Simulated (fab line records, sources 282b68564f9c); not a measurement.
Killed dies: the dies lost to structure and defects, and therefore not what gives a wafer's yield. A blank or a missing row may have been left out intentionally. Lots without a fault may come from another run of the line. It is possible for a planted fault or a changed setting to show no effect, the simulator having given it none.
Struck lot and sound lot, side by side    flow rit_cmos    34 steps out of a route of 202
Sound: these wafers, L176.2, L176.3, L176.5. Wafers struck: L184.1, L184.3, L184.6. The cause comes at the end.
Order at every step that has rows: each side's tool, ch and its chambers, its first start. Under that, the readings that differ: sound wafers    struck wafers    difference of the means    sigmas: that difference in standard deviations of wafers without a fault.
alike: readings with means less than 2 such deviations apart, plus words and numbers identical on both sides. not compared: withheld readings, readings lacking a value on some wafer, bounds such as >300 that could conceal the same value, and numbers that have no deviation in the record and whose values overlap.
A row with sigmas, a row that says differs or no value, or rows on one side alone: a step with any of these is where the two part. When numbers do not overlap yet have no deviation, they are printed without sigmas and do not part them. A reading missing from all wafers of one side parts the sides only when that side holds two or more wafers.

first, 3 steps without rows for these wafers: RIT_PWELL_EXPOSE_03 (exposes mask M3, target cd 43700 nm); RIT_PWELL_PEB_04; RIT_PWELL_DEVELOP_05 (develop time 68 s).
RIT_PWELL_OVL_MEAS_06:
  sound on overlay-01 at day 3 04:57; struck on overlay-02 at day 4 20:56
  alike: PWELL_OVL
then, 2 steps without rows for these wafers: RIT_PWELL_HARDBAKE_07 (time 120 s); RIT_PWELL_IMPLANT_08.
RIT_PWELL_STRIP_09: strips in O2, time 180 s.
  sound on plasma_asher-02 ch 0,1, day 3 05:23; struck on plasma_asher-03 ch 1, day 4 21:22
reading                      sound        struck       difference  sigmas
drypump_motor_current_A (A)  6.5 6.5 5.4  5.1 5.1 5.1  -1.0        -2
  not compared: rf_hours_counter_h
RIT_PWELL_TW_MEAS_10:
  sound on film_metro-01 at day 3 05:34; struck on film_metro-02 at day 4 21:33
reading   sound        struck       difference  sigmas
PWELL_TW  967 969 960  937 937 938  -28         -3
then, 1 step without rows for these wafers: RIT_WELLDRIVE_ANNEAL_00 (time 14700 s).
RIT_WELLDRIVE_RS_MEAS_01: measures by four-point-probe.
  sound on film_metro-02 at day 3 10:43; struck on film_metro-02 at day 5 02:50
  alike: NWELL_RS
RIT_WELLDRIVE_RS_MEAS_02: measures by four-point-probe.
  sound on film_metro-02 at day 3 10:50; struck on film_metro-02 at day 5 02:58
  alike: PWELL_RS
then, 1 step without rows for these wafers: RIT_NRETRO_HMDS_00 (prime time 60 s).
RIT_NRETRO_COAT_01: resist thk 1289 nm.
  struck on litho_track-03, day 5 03:14; sound on litho_track-03 ch 0, day 3 11:07
  no value came back on the struck wafers for chill_plate_temp_C (C), dispense_pressure_kPa (kPa); on the sound wafers chill_plate_temp_C (C) reads 22.97 22.86 23.00
then, 4 steps without rows for these wafers: RIT_NRETRO_SOFTBAKE_02 (time 60 s); RIT_NRETRO_EXPOSE_03 (exposes mask M4, target cd 43900 nm); RIT_NRETRO_PEB_04; RIT_NRETRO_DEVELOP_05 (develop time 69.64 s).
RIT_NRETRO_OVL_MEAS_06:
  sound on overlay-02 at day 3 12:00; struck on overlay-01 at day 5 04:05
reading          sound          struck  difference                     sigmas
NRETRO_OVL (nm)  -2.1 -0.3 0.3  - - -   no value on the struck wafers  
then, 2 steps without rows for these wafers: RIT_NRETRO_HARDBAKE_07 (time 120 s); RIT_NRETRO_IMPLANT_08.
RIT_NRETRO_STRIP_09: strips in O2, time 180 s.
  sound on plasma_asher-04 ch 0,1, day 3 12:36; struck on plasma_asher-04 ch 0,1, day 5 04:31
  alike: drypump_motor_current_A
  not compared: rf_hours_counter_h
RIT_NRETRO_TW_MEAS_10:
  sound on film_metro-04 at day 3 12:47; struck on film_metro-03 at day 5 04:41
  alike: NRETRO_TW
then, 6 steps without rows for these wafers: RIT_PRETRO_HMDS_00 (prime time 60 s); RIT_PRETRO_COAT_01 (resist thk 1300 nm); RIT_PRETRO_SOFTBAKE_02 (time 60 s); RIT_PRETRO_EXPOSE_03 (exposes mask M5, target cd 43700 nm); RIT_PRETRO_PEB_04; RIT_PRETRO_DEVELOP_05 (develop time 68 s).
RIT_PRETRO_OVL_MEAS_06:
  sound on overlay-02 at day 3 13:51; struck on overlay-01 at day 5 05:46
  alike: PRETRO_OVL
then, 2 steps without rows for these wafers: RIT_PRETRO_HARDBAKE_07 (time 120 s); RIT_PRETRO_IMPLANT_08.
RIT_PRETRO_STRIP_09: strips in O2, time 180 s.
  sound on plasma_asher-01 ch 0,1, day 3 14:17; struck on plasma_asher-04 ch 0,1, day 5 06:12
  alike: drypump_motor_current_A
  not compared: rf_hours_counter_h
RIT_PRETRO_TW_MEAS_10:
  sound on film_metro-01 at day 3 14:28; struck on film_metro-02 at day 5 06:22
reading    sound        struck          difference  sigmas
PRETRO_TW  481 481 484  1062 1061 1060  +579        +90
then, 1 step without rows for these wafers: RIT_GATE_WET_ETCH_00 (etches SiO2 in BOE, target depth 56 nm, time 60 s).

WHERE THEY PART
First at RIT_PWELL_STRIP_09; last, within this record, at RIT_PRETRO_TW_MEAS_10.

WHY: what had been put in by the simulator
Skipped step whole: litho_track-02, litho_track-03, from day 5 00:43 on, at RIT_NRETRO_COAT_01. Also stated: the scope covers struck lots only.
